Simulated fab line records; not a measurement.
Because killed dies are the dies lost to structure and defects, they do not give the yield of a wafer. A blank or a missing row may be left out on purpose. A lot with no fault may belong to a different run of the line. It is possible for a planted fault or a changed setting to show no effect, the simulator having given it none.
fab line records	flow berkeley_cmos170
record: lots: 14	wafers: 42	last_day: 12
route steps=331 shown V1@268 M2@272 V2@294
lots that met no fault: taken from a fault-free run of the same line
start_h: hours from the record's opening day to when the first of the lot's shown wafers began	wait_h: hours since the lot's step before	" unchanged from the row above	L1.1+2: one row covering several wafers at once	- no value present, or no start provided	* or withheld: withheld	< > ~ a bound
route shown NAME@n: NAME is a module with steps in the file, n the number in the route of the first one	usual: mean/standard deviation taken from wafers without a fault	same: alike in all rows	chamber/n: place in a boat	sites: the reading at each site	_std_site: how widely they spread, as a standard deviation	_edge_site: mean of outer sites minus mean of inner sites	radius_mm: how far each site lies from the wafer's centre	mask NAME#n: copy n	behind: the last tool/chamber to shape the wafer	hold: cause of the lot's hold/its duration in hours/its outcome	device: which transistor (n, p or np) failed to switch	end of line: the tests these same wafers got at the end of their route	a step with no rows: only its recipe	killed: dies that structure and defects cost at the first sort, which is not the same as the wafer's yield	map: shows each die of a wafer: x if killed, . if not, _ if none is there
set.NAME: the setting that was run; set.NAME@STEP: the one run at that earlier step	model.NAME: the simulator's own value behind a step, which no gauge read
route steps across a sampled set of lots; one table per step, one row per wafer
services: when a tool's chamber went out of use (start_h, in hours from the record's first day, below 0 if earlier), for how many hours, and the reason
== steps ==
step: UCB170_V1_ETCH_14
recipe: chemistry: CHF3/CF4/Ar	target: SiO2	stop_on: Al	CHF3_flow_sccm: 45	cf4_flow_sccm: 15	Ar_flow_sccm: 150	pressure_mtorr: 200	rf_w: 700	target_depth_a: 12500	over_etch_frac: 0.25	time_s: 291
usual: drypump_motor_current_A: 5.5/0.49	oes_product_au: 0.870/0.015	rf_fwd_power_W: 698.5/2.3	throttle_valve_pct: 6.91/0.09
lot.wafer	tool	chamber	start_h	wait_h	drypump_motor_current_A	oes_product_au	rf_fwd_power_W	rf_hours_counter_h	throttle_valve_pct
L687.1	rie_diel-01	3	183.94	0.0	6.0	0.861	697.3	96	7.02
L687.3	"	0	"	"	5.7	0.893	700.1	21	6.91
L687.5	"	3	"	"	6.0	0.855	696.3	-	7.05
L686.2	rie_diel-02	2	184.06	0.0	5.3	0.896	696.4	80	7.00
L686.5	"	1	"	"	5.1	0.858	698.7	-	6.96
L686.6	"	0	"	"	5.3	0.897	704.9	-	6.78
L689.1	rie_diel-04	3	196.68	0.0	5.6	0.862	699.7	99	6.93
L689.2	"	0	"	"	5.1	0.873	699.6	3	6.85
L689.4	"	2	"	"	5.8	0.845	696.9	48	6.82
L690.2	rie_diel-01	1	196.96	0.0	4.7	0.876	698.4	50	6.79
L690.3	"	0	"	"	5.7	0.889	697.9	21	6.90
L690.5	"	3	"	"	6.1	0.863	697.4	-	7.02
L691.3	rie_diel-04	0	208.15	0.0	5.1	0.864	700.5	4	6.83
L691.4	"	0	"	"	5.1	0.868	700.7	-	6.85
L691.6	"	2	"	"	5.8	0.857	1183.1	-	6.84
L694.1	rie_diel-04	2	222.99	0.0	5.8	0.860	1184.4	49	6.81
L694.4	"	3	"	"	5.6	0.853	701.5	-	6.93
L694.5	"	2	"	"	5.8	0.856	1184.3	-	6.82
L698.3	rie_diel-01	0	240.84	0.0	5.8	0.880	697.6	23	6.93
L698.4	"	3	"	"	6.1	0.864	694.7	98	7.04
L698.6	"	1	"	"	4.7	0.886	701.8	-	6.81
L699.1	rie_diel-02	3	240.96	0.0	5.1	0.874	700.0	121	6.90
L699.3	"	1	"	"	5.0	0.856	699.0	95	6.95
L699.6	"	1	"	"	5.1	0.863	698.6	-	6.95
L700.1	rie_diel-01	1	262.15	0.0	4.7	0.874	696.7	53	6.81
L700.2	"	2	"	"	4.9	0.852	696.2	3	7.15
L700.6	"	1	"	"	4.7	0.877	694.6	-	6.81
L703.1	rie_diel-02	3	274.24	0.0	5.1	0.878	696.6	123	6.90
L703.2	"	2	"	"	5.3	0.895	698.8	84	6.99
L703.5	"	3	"	"	5.1	0.879	694.6	-	6.90
L706.1	rie_diel-02	2	283.56	0.0	5.3	0.901	696.8	85	7.00
L706.2	"	0	"	"	5.3	0.898	700.5	82	6.78
L706.5	"	3	"	"	5.1	0.871	702.3	-	6.90
L708.3	rie_diel-01	3	286.29	0.0	6.1	0.858	701.2	99	7.04
L708.5	"	3	"	"	6.1	0.855	699.6	-	7.06
L708.6	"	0	"	"	5.7	0.887	698.3	-	6.89
L709.1	rie_diel-04	0	286.42	0.0	5.0	0.871	698.1	8	6.85
L709.2	"	1	"	"	6.4	0.868	700.5	23	6.86
L709.3	"	2	"	"	5.8	0.858	696.8	53	6.85
L705.2	rie_diel-04	2	288.04	0.0	5.8	0.850	700.0	53	6.83
L705.4	"	3	"	"	5.6	0.856	700.1	104	6.93
L705.6	"	1	"	"	6.4	0.880	698.2	-	6.87
step: UCB170_V1_STRIP_15
recipe: chemistry: O2	power_w: 400	pressure_mtorr: 3500	platen_temp_c: withheld	o2_flow_sccm: 400	overash_fraction: 0.5
usual: drypump_motor_current_A: 5.9/0.56	oes_product_au: 0.721/0.0043	strip_time_to_endpoint_s: 15.03/0.084
lot.wafer	tool	chamber	start_h	wait_h	drypump_motor_current_A	oes_product_au	rf_hours_counter_h	strip_time_to_endpoint_s
L687.1	plasma_asher-02	0	184.12	0.1	6.7	0.721	7	14.99
L687.3	"	0	"	"	6.8	0.722	-	15.04
L687.5	"	1	"	"	5.8	0.730	-	14.91
L686.2	plasma_asher-04	1	184.24	0.1	5.0	0.723	42	15.04
L686.5	"	1	"	"	5.1	0.720	-	14.98
L686.6	"	0	"	"	5.2	0.726	-	15.06
L689.1	plasma_asher-01	1	196.86	0.1	6.0	0.719	41	15.12
L689.2	"	0	"	"	6.2	0.721	41	15.01
L689.4	"	1	"	"	6.0	0.722	-	15.05
L690.2	plasma_asher-02	1	197.14	0.1	5.8	0.724	9	15.01
L690.3	"	0	"	"	6.7	0.715	-	15.03
L690.5	"	0	"	"	6.7	0.717	-	14.93
L691.3	plasma_asher-02	1	208.36	0.1	5.8	0.722	-	15.15
L691.4	"	0	"	"	6.7	0.725	-	15.19
L691.6	"	1	"	"	5.8	0.722	-	13.21
L694.1	plasma_asher-01	0	223.17	0.1	6.2	0.717	43	13.15
L694.4	"	0	"	"	6.2	0.725	-	14.99
L694.5	"	1	"	"	6.0	0.721	-	13.10
L698.3	plasma_asher-02	0	241.05	0.1	6.7	0.717	-	15.05
L698.4	"	1	"	"	5.8	0.721	-	15.03
L698.6	"	0	"	"	6.7	0.721	-	15.03
L699.1	plasma_asher-01	1	241.14	0.1	6.0	0.714	45	14.98
L699.3	"	0	"	"	6.2	0.720	-	15.01
L699.6	"	0	"	"	6.2	0.716	-	15.08
L700.1	plasma_asher-04	0	262.33	0.1	5.1	0.722	51	14.98
L700.2	"	1	"	"	5.0	0.722	51	14.96
L700.6	"	1	"	"	5.0	0.722	-	15.03
L703.1	plasma_asher-01	0	274.41	0.1	6.2	0.721	49	15.03
L703.2	"	1	"	"	6.0	0.718	49	14.99
L703.5	"	1	"	"	6.0	0.720	-	14.96
L706.1	plasma_asher-02	1	283.74	0.1	5.7	0.721	18	15.10
L706.2	"	0	"	"	6.6	0.724	18	15.11
L706.5	"	1	"	"	5.8	0.724	-	15.10
L708.3	plasma_asher-04	0	286.50	0.1	5.2	0.718	-	15.02
L708.5	"	0	"	"	5.2	0.724	-	15.02
L708.6	"	1	"	"	5.0	0.722	-	14.93
L709.1	plasma_asher-01	0	286.60	0.1	6.2	0.719	50	15.00
L709.2	"	1	"	"	6.0	0.720	50	15.09
L709.3	"	1	"	"	6.0	0.729	-	15.10
L705.2	plasma_asher-04	0	288.22	0.1	5.2	0.720	54	15.13
L705.4	"	0	"	"	5.1	0.709	-	15.12
L705.6	"	1	"	"	5.0	0.722	-	14.96
step: UCB170_V1_CD_MEAS_90
recipe: target_cd_nm: 700
usual: cd_nm: 700.3/1.6
lot.wafer	tool	chamber	start_h	wait_h	cd_nm
L687.1	cd_sem-01	-	184.22	0.1	698.9
L687.3	"	-	"	"	699.4
L687.5	"	-	"	"	699.5
L686.2	cd_sem-02	-	184.36	0.1	699.6
L686.5	"	-	"	"	700.7
L686.6	"	-	"	"	700.2
L689.1	cd_sem-02	-	196.96	0.1	702.3
L689.2	"	-	"	"	704.1
L689.4	"	-	"	"	703.8
L690.2	cd_sem-01	-	197.26	0.1	696.3
L690.3	"	-	"	"	695.8
L690.5	"	-	"	"	696.9
L691.3	cd_sem-02	-	208.47	0.1	702.0
L691.4	"	-	"	"	700.9
L691.6	"	-	"	"	714.6
L694.1	cd_sem-02	-	223.27	0.1	712.1
L694.4	"	-	"	"	699.9
L694.5	"	-	"	"	711.0
L698.3	cd_sem-01	-	241.16	0.1	698.9
L698.4	"	-	"	"	698.9
L698.6	"	-	"	"	699.2
L699.1	cd_sem-02	-	241.24	0.1	699.4
L699.3	"	-	"	"	701.2
L699.6	"	-	"	"	698.5
L700.1	cd_sem-01	-	262.43	0.1	701.2
L700.2	"	-	"	"	700.2
L700.6	"	-	"	"	699.9
L703.1	cd_sem-02	-	274.51	0.1	701.8
L703.2	"	-	"	"	702.7
L703.5	"	-	"	"	701.1
L706.1	cd_sem-02	-	283.84	0.1	698.9
L706.2	"	-	"	"	700.5
L706.5	"	-	"	"	700.8
L708.3	cd_sem-01	-	286.61	0.1	700.8
L708.5	"	-	"	"	701.3
L708.6	"	-	"	"	701.7
L709.1	cd_sem-02	-	286.70	0.1	699.4
L709.2	"	-	"	"	698.8
L709.3	"	-	"	"	700.3
L705.2	cd_sem-02	-	288.34	0.1	700.4
L705.4	"	-	"	"	699.6
L705.6	"	-	"	"	700.3
step: UCB170_M2_SPUTTER_01
recipe: material: Al	target_thk_nm: 900	time_s: 120	power_w: 6000	chamber_pressure_pa: 0.5
usual: throttle_valve_pct: 30.0/0.95
lot.wafer	tool	chamber	start_h	wait_h	throttle_valve_pct
L687.1	pvd_sputter-01	-	184.41	0.0	29.8
L687.3	"	-	"	"	30.7
L687.5	"	-	"	"	30.5
L686.2	pvd_sputter-04	-	184.53	0.0	29.0
L686.5	"	-	"	"	28.2
L686.6	"	-	"	"	29.0
L689.1	pvd_sputter-02	-	197.15	0.0	30.4
L689.2	"	-	"	"	31.5
L689.4	"	-	"	"	31.2
L690.2	pvd_sputter-04	-	197.42	0.0	30.3
L690.3	"	-	"	"	30.5
L690.5	"	-	"	"	27.8
L691.3	pvd_sputter-04	-	208.62	0.0	27.7
L691.4	"	-	"	"	27.8
L691.6	"	-	"	"	30.2
L694.1	pvd_sputter-01	-	223.45	0.0	29.6
L694.4	"	-	"	"	29.4
L694.5	"	-	"	"	30.4
L698.3	pvd_sputter-02	-	241.31	0.0	31.6
L698.4	"	-	"	"	30.9
L698.6	"	-	"	"	30.9
L699.1	pvd_sputter-01	-	241.43	0.0	30.1
L699.3	"	-	"	"	29.3
L699.6	"	-	"	"	29.8
L700.1	pvd_sputter-02	-	262.62	0.0	30.9
L700.2	"	-	"	"	31.3
L700.6	"	-	"	"	31.7
L703.1	pvd_sputter-01	-	274.70	0.0	30.4
L703.2	"	-	"	"	29.7
L703.5	"	-	"	"	30.5
L706.1	pvd_sputter-01	-	284.03	0.0	30.4
L706.2	"	-	"	"	30.2
L706.5	"	-	"	"	29.9
L708.3	pvd_sputter-04	-	286.76	0.0	30.2
L708.5	"	-	"	"	30.2
L708.6	"	-	"	"	30.4
L709.1	pvd_sputter-01	-	286.89	0.0	29.4
L709.2	"	-	"	"	30.3
L709.3	"	-	"	"	29.5
L705.2	pvd_sputter-02	-	288.50	0.0	31.5
L705.4	"	-	"	"	30.3
L705.6	"	-	"	"	31.7
step: UCB170_M2_CD_MEAS_90
recipe: target_cd_nm: 700
usual: cd_nm: 699.6/2.2
lot.wafer	tool	chamber	start_h	wait_h	cd_nm
L686.2	cd_sem-02	-	187.65	0.1	703.3
L686.5	"	-	"	"	700.7
L686.6	"	-	"	"	701.8
L687.1	cd_sem-02	-	188.08	0.1	700.8
L687.3	"	-	"	"	701.0
L687.5	"	-	"	"	701.4
L689.1	cd_sem-02	-	200.06	0.1	699.2
L689.2	"	-	"	"	702.0
L689.4	"	-	"	"	704.8
L690.2	cd_sem-02	-	200.32	0.1	698.2
L690.3	"	-	"	"	696.9
L690.5	"	-	"	"	701.0
L691.3	cd_sem-01	-	211.77	0.1	703.7
L691.4	"	-	"	"	702.9
L691.6	"	-	"	"	702.5
L694.1	cd_sem-02	-	226.17	0.1	700.7
L694.4	"	-	"	"	700.3
L694.5	"	-	"	"	697.2
L698.3	cd_sem-02	-	245.77	0.1	698.0
L698.4	"	-	"	"	700.0
L698.6	"	-	"	"	699.1
L699.1	cd_sem-01	-	246.01	0.1	699.4
L699.3	"	-	"	"	697.9
L699.6	"	-	"	"	698.3
L700.1	cd_sem-01	-	265.17	0.1	701.1
L700.2	"	-	"	"	702.9
L700.6	"	-	"	"	700.7
L703.1	cd_sem-02	-	277.14	0.1	699.2
L703.2	"	-	"	"	699.6
L703.5	"	-	"	"	700.4
L706.1	cd_sem-01	-	286.35	0.1	698.1
L706.2	"	-	"	"	700.4
L706.5	"	-	"	"	701.9
L708.3	cd_sem-01	-	289.24	0.1	698.1
L708.5	"	-	"	"	694.9
L708.6	"	-	"	"	696.9
L709.1	cd_sem-01	-	289.47	0.1	697.0
L709.2	"	-	"	"	695.3
L709.3	"	-	"	"	698.7
L705.2	cd_sem-02	-	291.24	0.1	699.5
L705.4	"	-	"	"	699.2
L705.6	"	-	"	"	698.8
step: UCB170_V2_CMP_02
recipe: material: SiO2	down_force_psi: 6	platen_rpm: 60	pad_velocity_m_s: 0.75398
usual: motor_current_A: 15.5/1.9	platen_rpm: 60.01/0.042
lot.wafer	tool	chamber	start_h	wait_h	motor_current_A	platen_rpm
L686.2	cmp-01	3	188.19	0.2	15.0	60.02
L686.5	"	0	"	"	17.5	59.98
L686.6	"	1	"	"	21.0	60.06
L687.3	cmp-02	2	188.51	0.1	14.6	59.99
L687.1	"	3	"	"	14.7	59.97
L687.5	"	1	"	"	15.4	60.01
L689.4	cmp-02	0	200.39	0.0	13.6	60.02
L689.1	"	1	"	"	15.5	60.04
L689.2	"	2	"	"	15.1	60.09
L690.2	cmp-01	3	200.99	0.1	16.1	60.05
L690.3	"	1	"	"	19.8	60.01
L690.5	"	2	"	"	15.0	60.05
L691.4	cmp-02	2	212.06	0.0	14.7	60.02
L691.3	"	3	"	"	14.6	60.06
L691.6	"	3	"	"	14.2	60.04
L694.1	cmp-02	2	226.55	0.1	14.4	60.07
L694.4	"	0	"	"	13.4	59.97
L694.5	"	1	"	"	15.9	59.98
L698.4	cmp-02	2	246.07	0.0	14.8	60.05
L698.3	"	0	"	"	13.9	59.91
L698.6	"	2	"	"	14.4	60.04
L699.1	cmp-01	2	246.39	0.1	15.1	60.05
L699.3	"	0	"	"	17.6	60.00
L699.6	"	1	"	"	19.9	60.04
L700.1	cmp-02	1	265.56	0.1	15.4	59.98
L700.2	"	2	"	"	14.5	60.07
L700.6	"	1	"	"	14.9	59.96
L703.1	cmp-02	2	277.53	0.1	14.3	60.00
L703.2	"	0	"	"	13.9	60.03
L703.5	"	1	"	"	15.7	60.00
L706.1	cmp-02	1	286.68	0.1	15.7	60.05
L706.2	"	3	"	"	14.5	60.06
L706.5	"	1	"	"	14.9	60.01
L708.3	cmp-01	2	289.53	0.0	14.8	60.00
L708.6	"	2	"	"	14.6	60.00
L708.5	"	3	"	"	15.8	59.98
L709.3	cmp-02	1	289.88	0.0	14.9	59.99
L709.1	"	2	"	"	13.8	60.04
L709.2	"	3	"	"	14.4	59.97
L705.4	cmp-01	0	291.66	0.1	17.5	59.98
L705.2	"	1	"	"	18.7	60.02
L705.6	"	2	"	"	16.0	60.08
== services ==
tool	chamber	start_h	hours	kind
rie_diel-01	2	161.25	-	clean
rie_diel-01	2	161.25	26.1	scheduled_down
rie_diel-01	2	161.25	26.1	vent_cycle
rie_diel-02	3	165.48	1.7	repair
rie_diel-01	-	165.74	0.6	repair
rie_diel-04	2	178.08	5.1	repair
plasma_asher-04	-	178.22	1.9	repair
cmp-02	-	183.95	3.2	pm
rie_diel-01	-	202.24	2.8	pm
rie_diel-01	1	205.96	8.2	repair
rie_diel-04	1	205.99	17.1	repair
rie_diel-02	0	227.31	8.3	repair
cmp-02	-	231.09	0.9	repair
cmp-01	-	232.00	4.0	pm
cmp-01	-	236.00	-	consumable_replace:conditioner
cmp-01	-	236.00	-	consumable_replace:pad
cmp-02	-	250.20	1.3	repair
rie_diel-04	3	274.57	2.9	repair
rie_diel-02	1	282.06	13.5	repair
== key ==
first_sign: step: UCB170_V1_ETCH_14	reading: rf_fwd_power_W	direction: up	sigmas: 99+	usual: 698.5	struck: 1184.0
effect: step: UCB170_V1_STRIP_15	reading: strip_time_to_endpoint_s	direction: down	sigmas: 22	usual: *	struck: *
effect: step: UCB170_V1_CD_MEAS_90	reading: cd_nm	direction: up	sigmas: 7.6	usual: 700.3	struck: 712.6
met_at UCB170_V1_ETCH_14
struck_lots L691,L694
struck_wafers L691.6,L694.1,L694.5
not_acting_at UCB170_M2_SPUTTER_01,UCB170_M2_CD_MEAS_90,UCB170_V2_CMP_02
onset_between 196.68 208.15
fault: kind: process_parameter_drift	tool: rie_diel-04	chamber: 2	onset_h: 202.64	steps: UCB170_V1_ETCH_14	channel: rf_w	offset: 490	shape: step	end_h: 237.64	acts_in: these_recipes_only	stated: 700
